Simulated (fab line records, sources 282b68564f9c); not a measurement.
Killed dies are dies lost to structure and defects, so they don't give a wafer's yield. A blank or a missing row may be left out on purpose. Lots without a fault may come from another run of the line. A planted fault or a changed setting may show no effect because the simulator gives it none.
Tool commonality check | flow rit_cmos | 14 lots, 42 wafers sampled

WHY IT WAS OPENED
At RIT_PLDD_TW_MEAS_10 the reading PLDD_TW is flagged on 2 of 14 lots. Wafers without a fault read 2348, standard deviation 31.
Rule: a lot is flagged when every wafer of it that has a number lies more than 4 standard deviations from that mean, or none has a number. The other lots count as sound.

lot  | measured    | on            | PLDD_TW, wafer by wafer | flag
L211 | day 3 00:54 | film_metro-03 | 2378 2384 2382          |
L212 | day 3 02:29 | film_metro-01 | 2370 2380 2368          |
L213 | day 3 08:27 | film_metro-04 | 2306 2312 2307          |
L214 | day 3 12:46 | film_metro-03 | 2376 2380 2377          |
L216 | day 3 21:10 | film_metro-04 | 2311 2297 2314          |
L217 | day 4 01:32 | film_metro-04 | 2318 2319 2306          |
L223 | day 5 07:10 | film_metro-03 | 2362 2372 2368          |
L225 | day 5 17:35 | film_metro-04 | 2135 2128 2116          | FLAGGED
L226 | day 6 02:49 | film_metro-01 | 2180 2180 2182          | FLAGGED
L227 | day 6 10:01 | film_metro-04 | 2330 2329 2317          |
L228 | day 6 12:41 | film_metro-01 | 2375 2375 2374          |
L229 | day 6 23:11 | film_metro-04 | 2316 2327 2322          |
L233 | day 7 17:26 | film_metro-03 | 2365 2353 2360          |
L234 | day 8 01:06 | film_metro-01 | 2371 2356 2364          |
The numbers of the flagged lots are 2154 on average: -194 against the usual, or -6 standard deviations.

WHICH TOOL RAN EACH LOT
The record holds 1 process step before the reading, out of a route of 202 steps. In each cell: the tool, then ch and the chambers that the sampled wafers went through, then the start.
lot  | flag    | RIT_PLDD_IMPLANT_08
L211 |         | implanter-04 ch 0, day 3 00:35
L212 |         | implanter-03 ch 0, day 3 02:10
L213 |         | implanter-04 ch 0, day 3 08:07
L214 |         | implanter-02 ch 0, day 3 12:28
L216 |         | implanter-03 ch 0, day 3 20:52
L217 |         | implanter-02 ch 0, day 4 01:13
L223 |         | implanter-04 ch 0, day 5 06:52
L225 | FLAGGED | implanter-04 ch 0, day 5 17:16
L226 | FLAGGED | implanter-04 ch 0, day 6 02:29
L227 |         | implanter-02 ch 0, day 6 09:41
L228 |         | implanter-02 ch 0, day 6 12:22
L229 |         | implanter-02 ch 0, day 6 22:52
L233 |         | implanter-02 ch 0, day 7 17:07
L234 |         | implanter-02 ch 0, day 8 00:47
What these steps do:
- RIT_PLDD_IMPLANT_08
- RIT_PLDD_TW_MEAS_10

FLAGGED OVER TOTAL, TOOL BY TOOL (the gauges that took the reading come last)
step                | tool          | lots run | flagged | share of the flagged lots | sound lots run after its first flagged lot
RIT_PLDD_IMPLANT_08 | implanter-02  | 7        | 0       | none                      | -
RIT_PLDD_IMPLANT_08 | implanter-03  | 2        | 0       | none                      | -
RIT_PLDD_IMPLANT_08 | implanter-04  | 5        | 2       | all                       | 0
RIT_PLDD_TW_MEAS_10 | film_metro-01 | 4        | 1       | some                      | 2 (L228,L234)
RIT_PLDD_TW_MEAS_10 | film_metro-03 | 4        | 0       | none                      | -
RIT_PLDD_TW_MEAS_10 | film_metro-04 | 6        | 1       | some                      | 2 (L227,L229)

WHAT THE TABLE ALLOWS
1 row of the table ran every flagged lot: implanter-04 at RIT_PLDD_IMPLANT_08.
- implanter-04 at RIT_PLDD_IMPLANT_08: 2 of its 5 lots flagged. Its last sound lot is L223 (day 5 06:52), its first flagged lot L225 (day 5 17:16): a fault that began between those two fits. Its own readings lie more than 4 standard deviations out on every wafer of the flagged lots: dose_ions_cm2, faraday_current_uA.
One tool is left: implanter-04 at RIT_PLDD_IMPLANT_08.

WHAT THE SIMULATOR HAD PUT IN
Process parameter drift: implanter-04, from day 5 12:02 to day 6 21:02, at RIT_PLDD_IMPLANT_08. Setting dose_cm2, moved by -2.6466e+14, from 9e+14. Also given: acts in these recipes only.
Lots struck among those shown: L225, L226. The rule above found the same.
